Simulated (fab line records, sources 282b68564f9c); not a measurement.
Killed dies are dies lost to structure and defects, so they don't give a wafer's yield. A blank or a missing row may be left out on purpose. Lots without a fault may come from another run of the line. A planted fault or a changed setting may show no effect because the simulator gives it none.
A struck lot beside a sound one | flow rit_cmos | 17 steps out of a route of 202
Sound: wafers L431.2, L431.3, L431.4. Struck: wafers L439.2, L439.3, L439.6. The cause comes at the end.
At each step with rows: each side's tool, then ch and its chambers, then its first start. Under that, the readings that differ: sound wafers | struck wafers | difference of the means | sigmas: that difference in standard deviations of wafers without a fault.
alike: readings whose means differ by less than 2 such deviations, and words and numbers that are the same on both sides. not compared: withheld readings, readings that some wafer has no value for, bounds like >300 that may hide the same value, and numbers for which the record gives no deviation and whose values overlap.
The two part at a step that has a row with sigmas, a row that says differs or no value, or rows on one side only. Numbers that don't overlap but have no deviation are shown without sigmas and don't part them. A reading that every wafer of one side lacks parts them only if that side has two wafers or more.

first, 2 steps without rows for these wafers: RIT_NRETRO_HARDBAKE_07 (time 120 s); RIT_NRETRO_IMPLANT_08.
RIT_NRETRO_STRIP_09: strips in O2, time 180 s.
  sound on plasma_asher-02 ch 0,1, day 3 18:34; struck on plasma_asher-03 ch 1, day 5 09:52
  alike: drypump_motor_current_A
  not compared: rf_hours_counter_h
RIT_NRETRO_TW_MEAS_10:
  sound on film_metro-03, day 3 18:45; struck on film_metro-04, day 5 10:03
  reading   | sound          | struck         | difference | sigmas
  NRETRO_TW | 1060 1058 1059 | 1033 1027 1023 | -31        | -2
then, 6 steps without rows for these wafers: RIT_PRETRO_HMDS_00 (prime time 60 s); RIT_PRETRO_COAT_01 (resist thk 1300 nm); RIT_PRETRO_SOFTBAKE_02 (time 60 s); RIT_PRETRO_EXPOSE_03 (exposes mask M5, target cd 43700 nm); RIT_PRETRO_PEB_04; RIT_PRETRO_DEVELOP_05 (develop time 68 s).
RIT_PRETRO_OVL_MEAS_06:
  sound on overlay-01, day 3 19:49; struck on overlay-01, day 5 11:07
  alike: PRETRO_OVL
then, 1 step without rows for these wafers: RIT_PRETRO_HARDBAKE_07 (time 120 s).
RIT_PRETRO_IMPLANT_08:
  sound on implanter-04 ch 0, day 3 20:07; struck on implanter-03 ch 0, day 5 11:25
  reading            | sound                           | struck                       | difference | sigmas
  dose_ions_cm2      | 1.1997e+13 1.199e+13 1.1991e+13 | 6.365e+12 6.34e+12 6.352e+12 | -5.640e+12 | -99 or more
  faraday_current_uA | 37.3 38.4 37.6                  | 20.5 20.4 20.1               | -17.4      | -22
RIT_PRETRO_STRIP_09: strips in O2, time 180 s.
  sound on plasma_asher-03 ch 0,1, day 3 20:14; struck on plasma_asher-02 ch 0,1, day 5 11:32
  alike: drypump_motor_current_A
  not compared: rf_hours_counter_h
RIT_PRETRO_TW_MEAS_10:
  sound on film_metro-02, day 3 20:26; struck on film_metro-01, day 5 11:43
  reading   | sound       | struck      | difference | sigmas
  PRETRO_TW | 482 481 484 | 397 399 395 | -85        | -14
then, 1 step without rows for these wafers: RIT_GATE_WET_ETCH_00 (etches SiO2 in BOE, target depth 56 nm, time 60 s).
RIT_M1_PROBE_99:
  sound on prober-02, day 5 01:20; struck on prober-01, day 6 15:47
  reading                                    | sound               | struck               | difference | sigmas
  model.etest.nmos_0p3.r_on_ohm_um           | 2236 2233 2189      | 1986 1985 1987       | -233       |
  model.etest.nmos_0p15.r_on_ohm_um          | 1189 1167 1121      | 1059 1068 1074       | -92        |
  model.etest.nmos_turned.drive_ua_um        | 300.8 305.8 319.9   | 364.2 378.9 373      | +63.2      |
  model.etest.nmos_0p15.drive_ua_um          | 454.3 457.2 463.6   | 514 519.2 519        | +59        |
  model.etest.nmos_0p3.drive_ua_um           | 222.1 217.2 222.1   | 259.8 265.1 264.6    | +42.7      |
  model.etest.nmos_narrow.drive_ua_um        | 211.6 208.5 211.5   | 251.7 255.9 258.6    | +44.9      |
  model.etest.nmos_0p15.off_log10_a_um       | -10.08 -10.1 -9.873 | -8.729 -8.756 -8.711 | +1.286     |
  model.etest.retro_edge_nmos.off_log10_a_um | -10.03 -10.1 -9.826 | -8.698 -8.507 -8.514 | +1.412     |
  alike: killed_at_front_end, killed_dies, killed_open, killed_short

WHERE THEY PART
First at RIT_NRETRO_TW_MEAS_10; last, within this record, at RIT_PRETRO_TW_MEAS_10. Later steps at which nothing parts them and some readings are alike: RIT_M1_PROBE_99.

WHY: what the simulator had put in
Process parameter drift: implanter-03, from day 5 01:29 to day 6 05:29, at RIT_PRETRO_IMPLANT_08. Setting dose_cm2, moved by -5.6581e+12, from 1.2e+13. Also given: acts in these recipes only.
